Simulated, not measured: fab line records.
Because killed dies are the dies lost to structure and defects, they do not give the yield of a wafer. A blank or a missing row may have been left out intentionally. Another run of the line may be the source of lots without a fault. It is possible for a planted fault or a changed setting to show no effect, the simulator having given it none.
Problem report in the 8D (eight disciplines) form, filled by code :: flow ritCmos :: the parts of the form that need people (team, actions taken, sign-off) are left out

== 1. WHAT IS WRONG ==
Mean of developerTempC at RIT_PSD_DEVELOP_05: 22.15 C across 6 wafers in 2 lots; on wafers with no fault it is 22.99 C (standard deviation 0.1). Measured from the usual mean, that is -8.4 standard deviations.
The step: develop time 50 s.
The first sign was on wafer L753.1 at day 6 23:00, on lithoTrack-02. Wafers with a number at this step in the record: 42, from 14 lots. By rule, "out" or "out of limits" means more than 4 standard deviations away from the usual mean. All remaining wafers that have a number are taken as sound.

== 2. WHAT IT IS AND WHAT IT IS NOT ==
question: which readings at this step
is: developerTempC
is not: -

question: which lots
is: L753, L755
is not: L735, L736, L737, L738, L744, L745, L747, L748, L751, L756, L757, L758

question: which wafers of those lots
is: all that have a number
is not: -

question: read on which tools
is: lithoTrack-02
is not: lithoTrack-03, lithoTrack-04

question: when
is: from day 6 23:00
is not: up to then (27 sound wafers); but 9 sound wafers of L756, L757, L758 came after

== 3. THE SUSPECTS, EACH WITH WHAT RULES IT OUT ==
Counting: a tool at any process step up to the reading remains a suspect when it ran all the lots that are out and ran no sound lot after the first of those.
- lithoTrack-02 at RIT_PSD_DEVELOP_05 (develop time 50 s): kept. Every lot that is out went through it, starting with L753 (day 6 23:00), and after that it ran no sound lot; the last sound lot it ran before then is L751 (day 6 20:00). Its own readings are out on those wafers: developerTempC.
The count leaves lithoTrack-02 at RIT_PSD_DEVELOP_05.

== 4. THE CAUSE (what the simulator had put in) ==
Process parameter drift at RIT_PSD_DEVELOP_05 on lithoTrack-02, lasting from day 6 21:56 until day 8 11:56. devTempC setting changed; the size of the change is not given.
Counting left only this tool.

== 5. THE CHAIN OF EFFECTS, in route order ==
One row per reading whose mean, taken over the struck wafers that have a number, lies over 3 standard deviations from the usual. Readings are gone through only where the record gives a usual standard deviation; hours: the median, over the lots, of the time from a lot's start at the first step in this table giving one to that lot's start at this step; sigmas: the change measured in usual standard deviations.
hours: 0
step: RIT_PSD_DEVELOP_05
reading: developerTempC
usual: 22.99 C
on struck wafers: 22.15
change: -0.84
sigmas: -8.4
The process steps in it:
- RIT_PSD_DEVELOP_05: develop time 50 s.

== 6. HOW IT WOULD HAVE BEEN CAUGHT EARLIER ==
In this record the first reading out of limits was taken at day 6 23:00, 1 hour after the fault began at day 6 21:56.
